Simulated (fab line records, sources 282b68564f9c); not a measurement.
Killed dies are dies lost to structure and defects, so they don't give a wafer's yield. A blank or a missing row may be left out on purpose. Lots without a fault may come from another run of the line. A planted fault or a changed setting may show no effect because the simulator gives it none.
fab line records | flow rit_cmos
record lots=14 wafers=42 last_day=7
route steps=202 shown ACTIVE@8 M1@202
lots that met no fault: from a run of the same line without faults
start_h: hours from the record's first day to the start of the lot's first wafer shown | wait_h: hours since the lot's step before | " the same as in the row above | L1.1+2: a row that stands for several wafers | - no value, or no start given | * or withheld: withheld | < > ~ a bound
route shown NAME@n: a module of which the file shows steps, and the number in the route of the first | usual: mean/standard deviation of fault-free wafers | same: alike in all rows | chamber/n: place in a boat | sites: the reading at each site | _std_site: their standard deviation | _edge_site: outer sites' mean less inner sites' | radius_mm: how far each site lies from the wafer's centre | mask NAME#n: copy n | behind: the tool/chamber that last shaped the wafer | hold: why the lot was held/for how many hours/how that ended | device: the transistor (n, p or np) that didn't switch | end of line: the same wafers' tests at the end of the route | a step without rows: its recipe alone | killed: dies lost to structure and defects at the first sort, not the wafer's yield | map: a wafer's dies, x killed, . not, _ none there
set.NAME: the setting as run; set.NAME@STEP: as run at that earlier step | model.NAME: the simulator's own value behind a step, which no gauge read
steps of the route over a sample of lots; a table a step, a row a wafer
services: from which hour (start_h, from the record's first day; less than 0 if before it) a tool's chamber was out of use, for how many hours, and why
## steps
# step RIT_ACTIVE_SOFTBAKE_07
# recipe resist=NOVOLAK temp_c=90 time_s=60
# usual heater_power_total_W=34.56/0.052 plate_temp_C=89.99/0.14
# same time_s=60
# columns lot.wafer tool chamber start_h wait_h heater_power_total_W plate_temp_C
L785.2 litho_track-03 0 18.91 0.1 34.55 90.02
L785.4 " 0 " " 34.65 89.93
L785.6 " 0 " " 34.48 90.11
L786.1 litho_track-03 0 24.70 0.1 34.67 89.98
L786.3 " 0 " " 34.52 89.97
L786.4 " 0 " " 34.58 90.03
L787.1 litho_track-01 0 31.33 0.1 34.50 89.86
L787.4 " 0 " " 34.51 90.10
L787.6 " 0 " " 34.60 89.93
L788.3 litho_track-04 0 34.88 0.1 34.58 89.89
L788.4 " 0 " " 34.63 90.12
L788.6 " 0 " " 34.60 90.08
L790.1 litho_track-04 0 44.87 0.1 34.57 90.01
L790.2 " 0 " " 34.53 89.78
L790.6 " 0 " " 34.53 89.95
L791.3 litho_track-01 0 50.13 0.1 34.63 89.92
L791.4 " 0 " " 34.50 89.84
L791.5 " 0 " " 34.52 90.02
L792.2 litho_track-04 0 54.30 0.1 34.62 90.28
L792.3 " 0 " " 34.61 90.19
L792.4 " 0 " " 34.55 90.18
L793.1 litho_track-01 0 59.78 0.1 34.51 89.92
L793.2 " 0 " " 34.57 89.85
L793.3 " 0 " " 34.57 89.76
L794.1 litho_track-01 0 69.23 0.1 34.49 89.90
L794.2 " 0 " " 34.68 89.94
L794.4 " 0 " " 34.47 89.95
L795.1 litho_track-03 0 69.33 0.1 34.49 89.95
L795.4 " 0 " " 34.56 89.82
L795.5 " 0 " " 34.52 89.94
L796.1 litho_track-01 0 74.64 0.1 36.19 92.94
L796.2 " 0 " " 36.31 92.91
L796.3 " 0 " " 36.24 92.96
L798.2 litho_track-01 0 86.05 0.1 36.25 93.39
L798.4 " 0 " " 36.31 93.18
L798.6 " 0 " " 36.22 93.32
L806.2 litho_track-03 0 124.32 0.1 34.54 90.09
L806.3 " 0 " " 34.59 90.13
L806.4 " 0 " " 34.59 89.95
L807.1 litho_track-03 0 129.03 0.1 34.55 90.22
L807.2 " 0 " " 34.59 90.12
L807.6 " 0 " " 34.54 90.02
# step RIT_M1_PROBE_99
# usual killed_at_contacts=0.1/0.34 killed_at_front_end=7.0/2.9 killed_dies=7.2/2.9 killed_open=3.6/1.9 killed_short=3.5/2.1
# same gross_dies=264 killed_at_M0_to_M3=0 killed_at_M4_up=0 killed_at_back_side=0 killed_at_other=0
# columns lot.wafer tool chamber start_h wait_h killed_at_contacts killed_at_front_end killed_dies killed_open killed_short
L785.2 prober-01 - 67.48 0.1 0 8 8 4 4
L785.4 prober-01 - 67.58 0.2 0 9 9 4 5
L785.6 prober-01 - 67.68 0.2 0 6 6 5 1
L787.1 prober-01 - 77.00 0.1 0 9 9 4 5
L787.4 prober-01 - 77.15 0.2 0 9 9 5 3
L787.6 prober-01 - 77.25 0.2 0 13 13 5 8
L793.1 prober-02 - 112.49 0.1 0 8 8 5 3
L793.2 prober-02 - 112.54 0.1 0 4 4 3 1
L793.3 prober-02 - 112.59 0.2 0 5 5 1 4
L795.1 prober-02 - 117.51 0.1 1 9 10 4 6
L795.4 prober-02 - 117.66 0.2 0 4 4 2 2
L795.5 prober-02 - 117.71 0.2 0 6 6 5 1
L807.1 prober-02 - 175.68 0.1 1 14 15 7 8
L807.2 prober-02 - 175.73 0.1 0 12 12 5 7
L807.6 prober-02 - 175.93 0.2 0 10 10 3 7
# killed by level:class
L785.2 GATE:geometric_particle:open=3 GATE:geometric_particle:short=3 REOX:geometric_particle:open=1 SILICIDE:geometric_particle:short=1
L785.4 REOX:geometric_particle:open=3 FOX1:geometric_particle:short=2 REOX:geometric_particle:short=2 GATE:geometric_particle:short=1 GATE:geometric_particle:open=1
L785.6 FOX1:geometric_particle:open=2 GATE:geometric_particle:open=2 FOX2:geometric_particle:open=1 FOX2:geometric_particle:short=1
L787.1 SPACER:geometric_particle:open=2 SILICIDE:geometric_particle:short=2 FOX1:geometric_particle:short=1 FOX2:geometric_particle:open=1 GATE:geometric_particle:short=1 SPACER:geometric_particle:short=1 SILICIDE:geometric_particle:open=1
L787.4 GATE:geometric_particle:open=2 FOX1:geometric_particle:short=1 FOX2:geometric_particle:open=1 FOX2:geometric_particle:short=1 GATE:geometric_particle:short=1 SPACER:geometric_particle:open=1 SILICIDE:geometric_particle:open=1 PLDD:coat_microbubble_printed=1
L787.6 SPACER:geometric_particle:short=4 SILICIDE:geometric_particle:short=4 SILICIDE:geometric_particle:open=2 FOX1:geometric_particle:open=1 REOX:geometric_particle:open=1 SPACER:geometric_particle:open=1
L793.1 GATE:geometric_particle:open=3 GATE:geometric_particle:short=2 FOX1:geometric_particle:open=1 FOX1:geometric_particle:short=1 SPACER:geometric_particle:open=1
L793.2 GATE:geometric_particle:open=1 GATE:geometric_particle:short=1 REOX:geometric_particle:open=1 SPACER:geometric_particle:open=1
L793.3 FOX1:geometric_particle:short=1 GATE:geometric_particle:short=1 REOX:geometric_particle:open=1 REOX:geometric_particle:short=1 SILICIDE:geometric_particle:short=1
L795.1 REOX:geometric_particle:open=3 REOX:geometric_particle:short=3 FOX1:geometric_particle:short=1 SPACER:geometric_particle:short=1 SPACER:geometric_particle:open=1 CONTACT:geometric_particle:short=1
L795.4 GATE:geometric_particle:short=1 GATE:geometric_particle:open=1 REOX:geometric_particle:short=1 SILICIDE:geometric_particle:open=1
L795.5 FOX1:geometric_particle:open=2 GATE:geometric_particle:open=2 SPACER:geometric_particle:open=1 SILICIDE:geometric_particle:short=1
L807.1 FOX2:geometric_particle:short=4 GATE:geometric_particle:short=2 GATE:geometric_particle:open=2 SPACER:geometric_particle:open=2 FOX1:geometric_particle:short=1 FOX1:geometric_particle:open=1 REOX:geometric_particle:short=1 SILICIDE:geometric_particle:open=1
L807.2 SPACER:geometric_particle:short=3 FOX1:geometric_particle:open=2 REOX:geometric_particle:short=2 SPACER:geometric_particle:open=2 FOX2:geometric_particle:open=1 FOX2:geometric_particle:short=1 GATE:geometric_particle:short=1
L807.6 FOX2:geometric_particle:short=2 FOX1:geometric_particle:open=1 FOX1:geometric_particle:short=1 GATE:geometric_particle:short=1 REOX:geometric_particle:short=1 SPACER:geometric_particle:short=1 SPACER:geometric_particle:open=1 SILICIDE:geometric_particle:short=1
## services
# columns tool chamber start_h hours kind
litho_track-03 - 59.82 - consumable_replace:filter
## key
first_sign step=RIT_ACTIVE_SOFTBAKE_07 reading=heater_power_total_W direction=up sigmas=32 usual=34.56 struck=36.25
effect step=RIT_ACTIVE_SOFTBAKE_07 reading=plate_temp_C direction=up sigmas=23 usual=* struck=*
met_at RIT_ACTIVE_SOFTBAKE_07
struck_lots L796,L798
tester_left_out L796,L798
onset_between 69.23 74.64
fault kind=process_parameter_drift tool=litho_track-01 chamber=- onset_h=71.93 steps=RIT_ACTIVE_SOFTBAKE_07 channel=temp_c offset=* shape=step end_h=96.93 acts_in=* stated=*
# tester_left_out: of these lots the tester's yield and bins aren't shown, on N5 and GAA mostly nor the transistor test; their killed dies are dies lost to structure and defects alone, not to doping, threshold or leakage, so they don't give the yield
